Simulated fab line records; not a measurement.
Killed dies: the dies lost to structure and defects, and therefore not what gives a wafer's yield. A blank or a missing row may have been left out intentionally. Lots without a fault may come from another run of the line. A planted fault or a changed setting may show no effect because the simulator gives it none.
Chamber matching	flow berkeley cmos170	4 sister chambers for UCB170_V1_CMP_02 on cmp-01
The step polishes SiO2. 4 wafers are shown with their chamber, then 9 later ones without.

## WAFERS WITH THEIR CHAMBER
wafer	chamber	motor current A (A)
L145.2	1	13.8
L146.2	3	14.3
L146.4	2	15.0
L146.5	0	14.9

## WAFERS WHOSE CHAMBER IS MISSING
wafer	motor current A (A)
L151.3	15.8
L151.4	13.7
L151.6	14.2
L155.2	14.3
L155.5	14.7
L155.6	15.4
L154.1	14.8
L154.3	14.3
L154.4	13.8

## EACH ONE'S CHAMBER
wafer	from the rows above	in truth
L151.3	can't be placed: 2 or 0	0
L151.4	can't be placed: 1 or 3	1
L151.6	can't be placed: 3 or 1 or 0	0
L155.2	can't be placed: 3 or 1 or 0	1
L155.5	can't be placed: 0 or 2 or 3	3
L155.6	can't be placed: 2 or 0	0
L154.1	can't be placed: 0 or 2 or 3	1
L154.3	can't be placed: 3 or 1 or 0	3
L154.4	can't be placed: 1 or 3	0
Placed correctly: 0 of 9. From these rows, 9 cannot be placed; in 7 the true chamber is one of the candidates. Placed wrongly: 0.
How it was worked out, from the rows above alone: a wafer's distance from a chamber is the root of the sum, over the readings, of the square of ((its reading less the chamber's mean) divided by the reading's scatter). The wafer belongs to the nearest chamber; if the next one is less than 2 further off, it can't be placed. The mean given for a chamber averages the wafers shown for that chamber. The scatter: root of mean squared gap, hidden wafer to nearest shown wafer, with one shown wafer a chamber.
